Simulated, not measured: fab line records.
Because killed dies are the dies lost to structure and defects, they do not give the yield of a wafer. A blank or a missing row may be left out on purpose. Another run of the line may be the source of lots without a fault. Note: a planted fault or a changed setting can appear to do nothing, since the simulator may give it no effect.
fab line records	flow rit_cmos
record lots=7	wafers=21	last_day=7
route steps=202 shown CONTACT@172 M1@184
lots with no fault: from the same line, run without faults
start_h: hours from the record's opening day to when the first of the lot's shown wafers began	wait_h: hours elapsed since this lot's preceding step	" unchanged from the row above	L1.1+2: one row covering several wafers at once	- no value present, or no start provided	* or withheld: withheld	< > ~ a bound
route shown NAME@n: a module of which the file shows steps, and the number in the route of the first	usual: mean and standard deviation over wafers with no fault	same: alike in all rows	chamber/n: place in a boat	sites: the reading at each site	_std_site: the standard deviation of these	_edge_site: the outer-site mean with the inner-site mean subtracted	radius_mm: how far each site lies from the wafer's centre	mask NAME#n: copy n	behind: the tool/chamber that last shaped the wafer	hold: cause of the lot's hold/its duration in hours/its outcome	device: the n, p or np transistor that did not switch	end of line: the tests these same wafers got at the end of their route	a step without rows: its recipe alone	killed: dies that structure and defects cost at the first sort, which is not the same as the wafer's yield	map: shows each die of a wafer: x if killed, . if not, _ if none is there
set.NAME: the setting that was run; set.NAME@STEP: the one run at that earlier step	model.NAME: the simulator's own value behind a step, which no gauge read
lots at selected steps of the route; one table per step, one row per wafer
services: a tool's chamber out of use, with start hour (start_h, from the record's first day; less than 0 if before it), hours out, and reason
## steps
# step RIT_CONTACT_SOFTBAKE_04
# recipe resist=NOVOLAK	temp_c=90	time_s=60
# step RIT_CONTACT_EXPOSE_05
# recipe mask_id=M11	na=0.6	source_shape=conventional	sigma_outer=0.5	target_cd_nm=1000	dose_mj=252.6
# step RIT_CONTACT_PEB_06
# recipe resist=NOVOLAK	temp_c=withheld	time_s=withheld
# step RIT_CONTACT_DEVELOP_07
# recipe resist=NOVOLAK	develop_time_s=120	dev_temp_c=23
# step RIT_CONTACT_CD_MEAS_08
# recipe target_cd_nm=1000
# usual cd_nm=1000.1/2
lot.wafer	tool	chamber	start_h	wait_h	cd_nm
L862.3	cd_sem-02	-	56.97	-	1002.7
L862.4	"	-	"	"	1003.1
L862.6	"	-	"	"	1004.8
L864.3	cd_sem-02	-	63.84	-	998.9
L864.4	"	-	"	"	1000.7
L864.5	"	-	"	"	1000.9
L870.1	cd_sem-02	-	93.36	-	1004.1
L870.4	"	-	"	"	1003.1
L870.6	"	-	"	"	1003.3
L872.2	cd_sem-01	-	107.68	-	1001.8
L872.3	"	-	"	"	1001.0
L872.5	"	-	"	"	1001.2
L873.1	cd_sem-01	-	113.16	-	999.1
L873.3	"	-	"	"	1001.3
L873.4	"	-	"	"	1000.8
L877.2	cd_sem-02	-	129.29	-	996.3
L877.3	"	-	"	"	994.6
L877.4	"	-	"	"	997.6
L884.1	cd_sem-02	-	171.46	-	999.9
L884.4	"	-	"	"	1002.0
L884.6	"	-	"	"	1001.0
# step RIT_CONTACT_OVL_MEAS_09
# usual CONTACT_OVL=0.0/1.3
lot.wafer	tool	chamber	start_h	wait_h	CONTACT_OVL[nm]
L862.3	overlay-01	-	57.06	0.1	2.4
L862.4	"	-	"	"	4.5
L862.6	"	-	"	"	2.7
L864.3	overlay-02	-	63.94	0.1	-0.1
L864.4	"	-	"	"	-1.4
L864.5	"	-	"	"	-2.2
L870.1	overlay-01	-	93.48	0.1	-0.3
L870.4	"	-	"	"	0.7
L870.6	"	-	"	"	1.5
L872.2	overlay-02	-	107.78	0.1	-0.5
L872.3	"	-	"	"	0.2
L872.5	"	-	"	"	2.1
L873.1	overlay-02	-	113.28	0.1	1.1
L873.3	"	-	"	"	-2.1
L873.4	"	-	"	"	0.1
L877.2	overlay-02	-	129.40	0.1	1.6
L877.3	"	-	"	"	0.8
L877.4	"	-	"	"	0.6
L884.1	overlay-01	-	171.58	0.1	1.7
L884.4	"	-	"	"	1.1
L884.6	"	-	"	"	3.7
# step RIT_CONTACT_HARDBAKE_10
# recipe resist=NOVOLAK	temp_c=140	time_s=60
# step RIT_CONTACT_ETCH_11
# recipe target_depth_a=4800	over_etch_frac=0.2	stop_on=TiSi2	chemistry=CHF3/CF4/Ar	target=SiO2	CHF3_flow_sccm=50	cf4_flow_sccm=10	Ar_flow_sccm=100	O2_flow_sccm=5	pressure_mtorr=100	rf_w=200	time_s=320
# usual drypump_motor_current_A=5.6/0.41	mfc_ar_sccm=100.0/0.31	oes_product_au=0.993/0.0096	throttle_valve_pct=8.89/0.1
lot.wafer	tool	chamber	start_h	wait_h	drypump_motor_current_A	mfc_ar_sccm	oes_product_au	rf_hours_counter_h	throttle_valve_pct
L862.3	rie_diel-02	0	57.27	0.1	6.1	100.0	1.006	5	8.72
L862.4	"	1	"	"	5.4	99.9	0.999	86	8.98
L862.6	"	2	"	"	5.2	99.8	0.984	-	8.78
L864.3	rie_diel-04	0	64.11	0.1	5.3	100.2	0.990	148	8.82
L864.4	"	3	"	"	5.7	100.1	0.982	97	9.03
L864.5	"	2	"	"	4.8	99.7	0.993	-	8.89
L870.1	rie_diel-01	1	93.66	0.1	5.9	99.8	0.994	56	8.82
L870.4	"	3	"	"	5.9	99.7	0.989	-	8.85
L870.6	"	0	"	"	5.4	99.7	0.995	-	8.84
L872.2	rie_diel-01	3	107.96	0.1	5.9	99.8	0.992	128	8.83
L872.3	"	2	"	"	5.9	99.8	1.008	0	8.95
L872.5	"	2	"	"	5.9	100.3	1.003	-	8.95
L873.1	rie_diel-04	0	113.46	0.1	5.3	99.9	0.984	149	8.80
L873.3	"	3	"	"	5.7	99.5	0.981	98	9.03
L873.4	"	1	"	"	5.8	100.5	1.008	100	9.08
L877.2	rie_diel-01	2	129.58	0.1	5.9	100.1	1.000	0	8.95
L877.3	"	3	"	"	6.0	99.6	0.985	128	8.85
L877.4	"	1	"	"	5.9	100.0	1.009	57	8.81
L884.1	rie_diel-01	2	171.80	0.1	5.9	100.2	1.004	1	8.96
L884.4	"	1	"	"	5.9	100.0	1.002	57	8.82
L884.6	"	1	"	"	5.9	100.3	1.003	-	8.81
# step RIT_CONTACT_STRIP_12
# recipe chemistry=O2	time_s=180	resist=NOVOLAK	platen_temp_c=withheld	power_w=500	pressure_mtorr=4000	o2_flow_sccm=4000
# usual drypump_motor_current_A=5.7/0.65
lot.wafer	tool	chamber	start_h	wait_h	drypump_motor_current_A	rf_hours_counter_h
L862.3	plasma_asher-04	1	57.53	0.2	5.9	-
L862.4	"	0	"	"	6.3	-
L862.6	"	1	"	"	5.9	-
L864.3	plasma_asher-04	1	64.36	0.2	5.9	-
L864.4	"	0	"	"	6.3	-
L864.5	"	0	"	"	6.3	-
L870.1	plasma_asher-04	1	93.86	0.1	5.9	31
L870.4	"	1	"	"	5.9	-
L870.6	"	0	"	"	6.3	-
L872.2	plasma_asher-04	0	108.16	0.1	6.4	33
L872.3	"	1	"	"	5.9	-
L872.5	"	1	"	"	5.9	-
L873.1	plasma_asher-04	0	113.66	0.1	6.4	34
L873.3	"	1	"	"	5.9	-
L873.4	"	0	"	"	6.3	-
L877.2	plasma_asher-01	1	129.77	0.1	6.4	49
L877.3	"	0	"	"	4.9	-
L877.4	"	1	"	"	6.4	-
L884.1	plasma_asher-04	1	172.00	0.1	5.9	40
L884.4	"	1	"	"	5.9	-
L884.6	"	0	"	"	6.3	-
# step RIT_CONTACT_CD_MEAS_90
# recipe target_cd_nm=1000
# usual cd_nm=1000.2/2
lot.wafer	tool	chamber	start_h	wait_h	cd_nm
L862.3	cd_sem-01	-	57.68	0.1	1002.9
L862.4	"	-	"	"	1003.2
L862.6	"	-	"	"	1004.6
L864.3	cd_sem-01	-	64.52	0.1	998.2
L864.4	"	-	"	"	1001.0
L864.5	"	-	"	"	1001.1
L870.1	cd_sem-02	-	94.03	0.1	1003.9
L870.4	"	-	"	"	1002.6
L870.6	"	-	"	"	1002.9
L872.2	cd_sem-01	-	108.35	0.1	1001.5
L872.3	"	-	"	"	1001.3
L872.5	"	-	"	"	1001.4
L873.1	cd_sem-02	-	113.83	0.1	999.3
L873.3	"	-	"	"	1001.1
L873.4	"	-	"	"	1000.8
L877.2	cd_sem-01	-	129.97	0.1	995.9
L877.3	"	-	"	"	995.0
L877.4	"	-	"	"	997.7
L884.1	cd_sem-01	-	172.17	0.1	999.9
L884.4	"	-	"	"	1002.1
L884.6	"	-	"	"	1000.9
# step RIT_CONTACT_CLEAN_13
# recipe chemistry=SC1	mix=3:3:50	time_s=600	temp_c=75
# step RIT_CONTACT_CLEAN_14
# recipe chemistry=SC2	mix=3:3:50	time_s=600	temp_c=75	dry=n2_spin
# step RIT_M1_SPUTTER_00
# recipe material=Al	target_thk_nm=400	power_w=1940	chamber_pressure_pa=0.4	gas=Ar	time_s=500	substrate_temp_c=25
# usual substrate_temp_c=24.99/0.11	throttle_valve_pct=30.2/1.3
lot.wafer	tool	chamber	start_h	wait_h	substrate_temp_c	throttle_valve_pct	model.Al_of_M1_SPUTTER_00.thk_nm
L862.3	pvd_sputter-03	-	58.13	0.0	24.96	30.5	384.6
L862.4	"	-	"	"	25.12	29.5	385.9
L862.6	"	-	"	"	24.96	29.6	383.9
L864.3	pvd_sputter-03	-	64.98	0.0	24.98	30.1	387.9
L864.4	"	-	"	"	25.05	31.6	386.4
L864.5	"	-	"	"	24.97	31.6	385.5
L870.1	pvd_sputter-03	-	94.52	0.0	24.94	31.7	420.6
L870.4	"	-	"	"	24.99	29.4	386.9
L870.6	"	-	"	"	24.83	29.2	389.1
L872.2	pvd_sputter-03	-	108.84	0.0	24.67	30.2	397.8
L872.3	"	-	"	"	25.00	31.9	420.4
L872.5	"	-	"	"	25.22	31.7	424.1
L873.1	pvd_sputter-03	-	114.35	0.0	24.95	31.7	417.6
L873.3	"	-	"	"	24.93	30.3	389.1
L873.4	"	-	"	"	24.75	29.5	391.9
L877.2	pvd_sputter-04	-	130.43	0.0	24.98	31.8	391.2
L877.3	"	-	"	"	24.99	29.3	387.7
L877.4	"	-	"	"	24.87	27.8	385.3
L884.1	pvd_sputter-01	-	172.64	0.0	25.14	30.9	393.8
L884.4	"	-	"	"	24.93	28.5	388.2
L884.6	"	-	"	"	25.05	30.6	391.8
# step RIT_M1_RS_MEAS_01
# recipe thk_meas_gauge=four-point-probe	reads=Al_of_M1_SPUTTER_00
# usual M1_AL_RS=0.0753/0.00067
lot.wafer	tool	chamber	start_h	wait_h	M1_AL_RS[ohm/sq]
L862.3	film_metro-04	-	58.46	0.2	0.0764
L862.4	"	-	"	"	0.0761
L862.6	"	-	"	"	0.0765
L864.3	film_metro-02	-	65.32	0.2	0.0760
L864.4	"	-	"	"	0.0762
L864.5	"	-	"	"	0.0764
L870.1	film_metro-04	-	94.81	0.1	0.0696
L870.4	"	-	"	"	0.0759
L870.6	"	-	"	"	0.0755
L872.2	film_metro-03	-	109.15	0.2	0.0739
L872.3	"	-	"	"	0.0698
L872.5	"	-	"	"	0.0691
L873.1	film_metro-04	-	114.65	0.1	0.0701
L873.3	"	-	"	"	0.0755
L873.4	"	-	"	"	0.0749
L877.2	film_metro-02	-	130.75	0.2	0.0753
L877.3	"	-	"	"	0.0757
L877.4	"	-	"	"	0.0765
L884.1	film_metro-04	-	172.93	0.1	0.0744
L884.4	"	-	"	"	0.0755
L884.6	"	-	"	"	0.0749
# step RIT_M1_THK_MEAS_02
# recipe thk_meas_gauge=xrf	reads=Al_of_M1_SPUTTER_00
# usual M1_AL_THK=385/4.8
lot.wafer	tool	chamber	start_h	wait_h	M1_AL_THK[nm]
L862.3	film_metro-04	-	58.56	0.1	376
L862.4	"	-	"	"	378
L862.6	"	-	"	"	377
L864.3	film_metro-02	-	65.42	0.1	383
L864.4	"	-	"	"	381
L864.5	"	-	"	"	380
L870.1	film_metro-04	-	94.93	0.1	413
L870.4	"	-	"	"	378
L870.6	"	-	"	"	380
L872.2	film_metro-03	-	109.26	0.1	394
L872.3	"	-	"	"	417
L872.5	"	-	"	"	421
L873.1	film_metro-04	-	114.77	0.1	407
L873.3	"	-	"	"	379
L873.4	"	-	"	"	382
L877.2	film_metro-02	-	130.86	0.1	384
L877.3	"	-	"	"	383
L877.4	"	-	"	"	380
L884.1	film_metro-04	-	173.05	0.1	390
L884.4	"	-	"	"	383
L884.6	"	-	"	"	384
# step RIT_M1_HMDS_03
# recipe prime_time_s=60	prime_temp_c=140
# step RIT_M1_COAT_04
# recipe resist=NOVOLAK	spin_rpm=2000	resist_thk_nm=1300
# step RIT_M1_SOFTBAKE_05
# recipe resist=NOVOLAK	temp_c=90	time_s=60
# step RIT_M1_EXPOSE_06
# recipe mask_id=M12	na=0.6	source_shape=conventional	sigma_outer=0.5	target_cd_nm=2600	dose_mj=250
# step RIT_M1_PEB_07
# recipe resist=NOVOLAK	temp_c=withheld	time_s=withheld
# step RIT_M1_DEVELOP_08
# recipe resist=NOVOLAK	develop_time_s=68	dev_temp_c=23
# step RIT_M1_CD_MEAS_09
# recipe target_cd_nm=2600
# usual cd_nm=2599.4/2.5
lot.wafer	tool	chamber	start_h	wait_h	cd_nm
L862.3	cd_sem-02	-	59.65	-	2600.4
L862.4	"	-	"	"	2600.3
L862.6	"	-	"	"	2602.0
L864.3	cd_sem-02	-	66.54	-	2601.2
L864.4	"	-	"	"	2601.5
L864.5	"	-	"	"	2603.0
L870.1	cd_sem-02	-	96.05	-	2598.4
L870.4	"	-	"	"	2598.1
L870.6	"	-	"	"	2598.5
L872.2	cd_sem-01	-	110.21	-	2596.1
L872.3	"	-	"	"	2598.2
L872.5	"	-	"	"	2595.4
L873.1	cd_sem-02	-	115.83	-	2598.4
L873.3	"	-	"	"	2598.6
L873.4	"	-	"	"	2597.2
L877.2	cd_sem-01	-	131.81	-	2603.8
L877.3	"	-	"	"	2602.9
L877.4	"	-	"	"	2605.6
L884.1	cd_sem-02	-	174.32	-	2598.9
L884.4	"	-	"	"	2598.2
L884.6	"	-	"	"	2598.9
# step RIT_M1_OVL_MEAS_10
# usual M1_OVL=-0.9/1.4
lot.wafer	tool	chamber	start_h	wait_h	M1_OVL[nm]
L862.3	overlay-02	-	59.74	0.1	1.0
L862.4	"	-	"	"	3.2
L862.6	"	-	"	"	1.5
L864.3	overlay-02	-	66.63	0.1	-0.7
L864.4	"	-	"	"	-1.7
L864.5	"	-	"	"	-0.9
L870.1	overlay-02	-	96.17	0.1	-0.8
L870.4	"	-	"	"	-1.0
L870.6	"	-	"	"	-0.3
L872.2	overlay-01	-	110.32	0.1	-1.4
L872.3	"	-	"	"	0.5
L872.5	"	-	"	"	-0.4
L873.1	overlay-02	-	115.95	0.1	-2.4
L873.3	"	-	"	"	-2.1
L873.4	"	-	"	"	-1.3
L877.2	overlay-02	-	131.92	0.1	0.0
L877.3	"	-	"	"	0.2
L877.4	"	-	"	"	-1.6
L884.1	overlay-01	-	174.44	0.1	-0.1
L884.4	"	-	"	"	-0.8
L884.6	"	-	"	"	-0.9
# step RIT_M1_HARDBAKE_11
# recipe resist=NOVOLAK	temp_c=140	time_s=120
# step RIT_M1_METAL_ETCH_12
# recipe stop_on=SiO2	chemistry=Cl2/BCl3	target=Al	time_s=165	over_etch_frac=0.5	pressure_mtorr=103.9	target_depth_a=6000	rf_w=250	Cl2_flow_sccm=60	bcl3_flow_sccm=50
# usual drypump_motor_current_A=5.6/0.56	oes_product_au=0.764/0.0084	throttle_valve_pct=8.05/0.052
lot.wafer	tool	chamber	start_h	wait_h	drypump_motor_current_A	oes_product_au	rf_hours_counter_h	throttle_valve_pct
L862.3	rie_metal-04	0	60.07	0.2	5.4	0.755	-	8.06
L862.4	"	1	"	"	5.5	0.762	-	8.06
L862.6	"	1	"	"	5.5	0.753	-	8.04
L864.3	rie_metal-02	1	66.96	0.2	5.3	0.759	-	8.03
L864.4	"	0	"	"	4.9	0.765	-	8.08
L864.5	"	1	"	"	5.3	0.759	-	8.03
L870.1	rie_metal-02	1	96.45	0.2	5.3	0.801	3	8.03
L870.4	"	1	"	"	5.3	0.756	-	8.02
L870.6	"	0	"	"	4.9	0.767	-	8.08
L872.2	rie_metal-01	0	110.60	0.2	6.4	0.778	38	8.12
L872.3	"	1	"	"	6.5	0.800	-	7.92
L872.5	"	1	"	"	6.5	0.805	-	7.93
L873.1	rie_metal-02	1	116.24	0.2	5.3	0.799	3	8.03
L873.3	"	1	"	"	5.3	0.762	-	8.02
L873.4	"	0	"	"	4.9	0.769	-	8.07
L877.2	rie_metal-04	0	132.20	0.2	5.3	0.758	5	8.07
L877.3	"	1	"	"	5.5	0.762	-	8.05
L877.4	"	0	"	"	5.3	0.749	-	8.06
L884.1	rie_metal-01	0	174.72	0.2	6.4	0.775	0	8.10
L884.4	"	0	"	"	6.4	0.776	-	8.11
L884.6	"	0	"	"	6.4	0.779	-	8.09
# step RIT_M1_STRIP_13
# recipe chemistry=nmp	resist=NOVOLAK	temp_c=80	time_s=600	dry=n2_spin
# step RIT_M1_PROBE_99
# usual defect_limited_yield=97.3/1.1	killed_at_contacts=0.1/0.28	killed_at_front_end=7.0/2.9	killed_dies=7.0/2.9	killed_open=3.4/2.1	killed_short=3.6/1.7	sort_bin_3_pad_short=0.1/0.21	sort_bin_5_function=1.5/0.76	sort_bin_6_memory=1.0/0.66	sort_n_pass=257.0/2.9	sort_yield_pct=97.3/1.1
# same gross_dies=264	killed_at_M0_to_M3=0	killed_at_M4_up=0	killed_at_back_side=0	killed_at_other=0
lot.wafer	tool	chamber	start_h	wait_h	defect_limited_yield[%]	killed_at_contacts	killed_at_front_end	killed_dies	killed_open	killed_short	sort_bin_3_pad_short[%]	sort_bin_5_function[%]	sort_bin_6_memory[%]	sort_n_pass	sort_yield_pct[%]	model.etest.m1.rs_ohm_sq
L862.3	prober-02	-	62.37	0.2	97.7	0	6	6	2	4	0.4	1.1	0.8	258.0	97.7	0.0755
L862.4	prober-02	-	62.42	0.2	95.5	0	12	12	6	6	0.4	1.5	2.7	252.0	95.5	0.07512
L862.6	prober-02	-	62.52	0.2	97.7	0	6	6	3	3	0	1.9	0.4	258.0	97.7	0.07531
L864.3	prober-02	-	69.27	0.2	98.9	0	3	3	1	2	0	0.8	0.4	261.0	98.9	0.07457
L864.4	prober-02	-	69.32	0.2	98.1	0	5	5	2	3	0.4	0.8	0.8	259.0	98.1	0.07456
L864.5	prober-02	-	69.37	0.2	96.6	0	9	9	5	4	0	2.3	1.1	255.0	96.6	0.07516
L870.1	prober-01	-	99.92	0.1	96.6	0	9	9	5	4	0	2.7	0.8	255.0	96.6	0.06911
L870.4	prober-01	-	100.07	0.2	98.9	0	3	3	3	0	0	0.8	0.4	261.0	98.9	0.0753
L870.6	prober-01	-	100.17	0.2	96.6	0	9	9	6	3	0	1.5	1.9	255.0	96.6	0.07385
L872.2	prober-01	-	112.90	0.1	95.8	0	11	11	8	3	0	1.9	2.3	253.0	95.8	0.07256
L872.3	prober-01	-	112.95	0.2	99.6	0	1	1	0	1	0	0	0.4	263.0	99.6	0.06947
L872.5	prober-01	-	113.05	0.2	98.9	0	3	3	2	1	0	1.1	0	261.0	98.9	0.06822
L873.1	prober-02	-	118.51	0.1	97.0	0	8	8	4	4	0	1.5	1.5	256.0	97.0	0.06958
L873.3	prober-02	-	118.61	0.2	97.7	1	5	6	2	4	0	1.1	1.1	258.0	97.7	0.07443
L873.4	prober-02	-	118.66	0.2	96.6	0	9	9	6	3	0	2.3	1.1	255.0	96.6	0.0734
L877.2	prober-02	-	135.51	0.1	95.5	0	12	12	5	7	0.4	2.7	1.5	252.0	95.5	0.07376
L877.3	prober-02	-	135.56	0.2	95.8	0	11	11	7	4	0	1.9	2.3	253.0	95.8	0.07497
L877.4	prober-02	-	135.61	0.2	96.2	0	10	10	7	3	0	2.3	1.5	254.0	96.2	0.07472
L884.1	prober-02	-	178.23	0.1	97.0	0	8	8	1	7	0.4	1.5	1.1	256.0	97.0	0.07407
L884.4	prober-02	-	178.38	0.2	96.6	0	9	9	3	6	0.4	1.1	1.9	255.0	96.6	0.07445
L884.6	prober-02	-	178.48	0.2	97.3	1	6	7	3	4	0	1.9	0.8	257.0	97.3	0.07329
# killed by level:class
L862.3 FOX1:geometric_particle:short=1 FOX1:geometric_particle:open=1 GATE:geometric_particle:short=1 GATE:geometric_particle:open=1 REOX:geometric_particle:short=1 SILICIDE:geometric_particle:short=1
L862.4 SILICIDE:geometric_particle:short=4 FOX1:geometric_particle:open=2 GATE:geometric_particle:open=2 SILICIDE:geometric_particle:open=2 FOX1:geometric_particle:short=1 REOX:geometric_particle:short=1
L862.6 GATE:geometric_particle:open=2 FOX1:geometric_particle:open=1 GATE:geometric_particle:short=1 REOX:geometric_particle:short=1 SILICIDE:geometric_particle:short=1
L864.3 SPACER:geometric_particle:short=2 FOX1:geometric_particle:open=1
L864.4 SPACER:geometric_particle:short=2 FOX2:geometric_particle:open=1 GATE:geometric_particle:open=1 REOX:geometric_particle:short=1
L864.5 SPACER:geometric_particle:short=2 SPACER:geometric_particle:open=2 GATE:geometric_particle:short=1 GATE:geometric_particle:open=1 REOX:geometric_particle:open=1 SILICIDE:geometric_particle:open=1 SILICIDE:geometric_particle:short=1
L870.1 GATE:geometric_particle:short=2 SPACER:geometric_particle:open=2 FOX1:geometric_particle:open=1 GATE:geometric_particle:open=1 REOX:geometric_particle:short=1 SILICIDE:geometric_particle:open=1 SILICIDE:geometric_particle:short=1
L870.4 REOX:geometric_particle:open=1 SPACER:geometric_particle:open=1 SILICIDE:geometric_particle:open=1
L870.6 FOX2:geometric_particle:open=2 GATE:geometric_particle:short=2 REOX:geometric_particle:open=2 SILICIDE:geometric_particle:open=2 SPACER:geometric_particle:short=1
L872.2 SPACER:geometric_particle:open=4 GATE:geometric_particle:open=2 FOX2:geometric_particle:open=1 GATE:geometric_particle:short=1 REOX:geometric_particle:open=1 SPACER:geometric_particle:short=1 SILICIDE:geometric_particle:short=1
L872.3 GATE:geometric_particle:short=1
L872.5 GATE:geometric_particle:short=1 GATE:geometric_particle:open=1 SPACER:geometric_particle:open=1
L873.1 FOX1:geometric_particle:short=2 FOX1:geometric_particle:open=2 FOX2:geometric_particle:short=1 GATE:geometric_particle:short=1 GATE:geometric_particle:open=1 SILICIDE:geometric_particle:open=1
L873.3 GATE:geometric_particle:short=2 FOX1:geometric_particle:open=1 FOX2:geometric_particle:open=1 SPACER:geometric_particle:short=1 CONTACT:geometric_particle:short=1
L873.4 FOX1:geometric_particle:open=2 SPACER:geometric_particle:open=2 GATE:geometric_particle:short=1 GATE:geometric_particle:open=1 REOX:geometric_particle:open=1 REOX:geometric_particle:short=1 SILICIDE:geometric_particle:short=1
L877.2 SILICIDE:geometric_particle:short=4 FOX1:geometric_particle:short=2 GATE:geometric_particle:open=2 SILICIDE:geometric_particle:open=2 FOX1:geometric_particle:open=1 REOX:geometric_particle:short=1
L877.3 FOX1:geometric_particle:open=3 SILICIDE:geometric_particle:open=3 FOX2:geometric_particle:short=2 FOX1:geometric_particle:short=1 FOX2:geometric_particle:open=1 GATE:geometric_particle:short=1
L877.4 GATE:geometric_particle:open=4 GATE:geometric_particle:short=2 FOX2:geometric_particle:open=1 REOX:geometric_particle:open=1 SPACER:geometric_particle:short=1 SILICIDE:geometric_particle:open=1
L884.1 GATE:geometric_particle:short=3 SPACER:geometric_particle:short=2 FOX1:geometric_particle:short=1 FOX2:geometric_particle:short=1 SILICIDE:geometric_particle:open=1
L884.4 GATE:geometric_particle:short=3 FOX2:geometric_particle:open=2 FOX2:geometric_particle:short=1 GATE:geometric_particle:open=1 SPACER:geometric_particle:short=1 SILICIDE:geometric_particle:short=1
L884.6 FOX2:geometric_particle:short=2 GATE:geometric_particle:open=1 SPACER:geometric_particle:open=1 SPACER:geometric_particle:short=1 SILICIDE:geometric_particle:short=1 CONTACT:geometric_particle:open=1
## services
tool	chamber	start_h	hours	kind
pvd_sputter-04	-	47.80	1.7	repair
rie_diel-01	1	53.71	25.6	repair
rie_metal-01	1	77.37	4.8	repair
rie_diel-02	0	79.37	2.1	repair
rie_diel-01	2	84.99	-	clean
rie_diel-01	2	84.99	18.6	scheduled_down
rie_diel-01	2	84.99	18.6	vent_cycle
rie_metal-01	-	85.28	2.8	pm
pvd_sputter-04	-	92.36	1.4	repair
rie_diel-01	-	96.40	0.7	repair
pvd_sputter-01	-	111.26	4.3	repair
rie_diel-04	2	122.30	1.8	repair
rie_metal-01	-	136.12	20.0	pm
rie_metal-01	0	136.12	20.0	vent_cycle
rie_metal-01	1	136.12	20.0	vent_cycle
rie_diel-04	0	148.42	-	clean
rie_diel-04	0	148.42	22.8	scheduled_down
rie_diel-04	0	148.42	22.8	vent_cycle
rie_metal-01	0	156.12	-	clean
rie_metal-01	1	156.12	-	clean
rie_metal-02	-	170.45	0.9	repair
rie_diel-02	-	172.74	1.7	repair
rie_metal-01	1	173.01	4.3	repair
## key
first_sign step=RIT_M1_RS_MEAS_01	reading=M1_AL_RS	direction=down	sigmas=8.5	usual=0.0753	struck=0.0697
effect step=RIT_M1_THK_MEAS_02	reading=M1_AL_THK	direction=up	sigmas=6.1	usual=385	struck=415
effect step=RIT_M1_METAL_ETCH_12	reading=oes_product_au	direction=up	sigmas=4.5	usual=0.764	struck=0.801
model_effect step=RIT_M1_SPUTTER_00	value=Al_of_M1_SPUTTER_00.thk_nm	without=391.3	struck=420.7
model_effect step=RIT_M1_PROBE_99	value=etest.m1.rs_ohm_sq	without=0.07428	struck=0.0691
met_at RIT_M1_SPUTTER_00
struck_wafers L870.1,L872.3,L872.5,L873.1
onset_between 64.98 94.52
fault kind=process_parameter_drift	tool=pvd_sputter-03	chamber=-	onset_h=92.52	steps=RIT_M1_SPUTTER_00	channel=time_s	offset=*	shape=step	end_h=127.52	stated=*	scope=struck_wafers_only
